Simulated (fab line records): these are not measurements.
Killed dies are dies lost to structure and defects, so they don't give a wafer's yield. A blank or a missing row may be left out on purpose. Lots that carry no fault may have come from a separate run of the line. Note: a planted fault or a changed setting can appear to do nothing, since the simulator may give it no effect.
Chamber matching || flow berkeley cmos170 || UCB170_GATE_ETCH_15 on rie si-02 has 4 sister chambers
The step etches poly-Si in HBr/Cl2, stops on SiO2, time 56.3 s, target depth 278.2 nm. 4 wafers are shown with their chamber, then 9 later ones without.

== WAFERS PAIRED WITH THEIR CHAMBERS ==
{"wafer": "L543.3", "chamber": 0, "throttle valve pct (%)": 25.99}
{"wafer": "L547.2", "chamber": 1, "throttle valve pct (%)": 26.28}
{"wafer": "L547.5", "chamber": 2, "throttle valve pct (%)": 26.45}
{"wafer": "L547.6", "chamber": 3, "throttle valve pct (%)": 26.63}

== WAFERS MISSING THEIR CHAMBER ==
{"wafer": "L550.2", "throttle valve pct (%)": 26.28}
{"wafer": "L550.3", "throttle valve pct (%)": 26.45}
{"wafer": "L550.6", "throttle valve pct (%)": 26.44}
{"wafer": "L553.3", "throttle valve pct (%)": 26.42}
{"wafer": "L553.4", "throttle valve pct (%)": 26.26}
{"wafer": "L553.5", "throttle valve pct (%)": 25.99}
{"wafer": "L555.2", "throttle valve pct (%)": 26.46}
{"wafer": "L555.4", "throttle valve pct (%)": 26.65}
{"wafer": "L555.6", "throttle valve pct (%)": 26.46}

== EACH ONE'S CHAMBER ==
{"wafer": "L550.2", "from the rows above": 1, "in truth": 1}
{"wafer": "L550.3", "from the rows above": 2, "in truth": 2}
{"wafer": "L550.6", "from the rows above": 2, "in truth": 2}
{"wafer": "L553.3", "from the rows above": 2, "in truth": 2}
{"wafer": "L553.4", "from the rows above": 1, "in truth": 1}
{"wafer": "L553.5", "from the rows above": 0, "in truth": 0}
{"wafer": "L555.2", "from the rows above": 2, "in truth": 2}
{"wafer": "L555.4", "from the rows above": 3, "in truth": 3}
{"wafer": "L555.6", "from the rows above": 2, "in truth": 2}
Correct placement for 9 of the 9. Not placeable from these rows: 0. Wrongly placed: 0.
How it was worked out, from the rows above alone: a wafer's distance from a chamber is the root of the sum, over the readings, of the square of ((its reading less the chamber's mean) divided by the reading's scatter). If the next closest chamber is less than 2 further off than the closest, the wafer can't be placed; otherwise it belongs to the closest. Each chamber's mean is taken over the wafers shown for it. The scatter: root of mean squared gap, hidden wafer to nearest shown wafer, with one shown wafer a chamber.
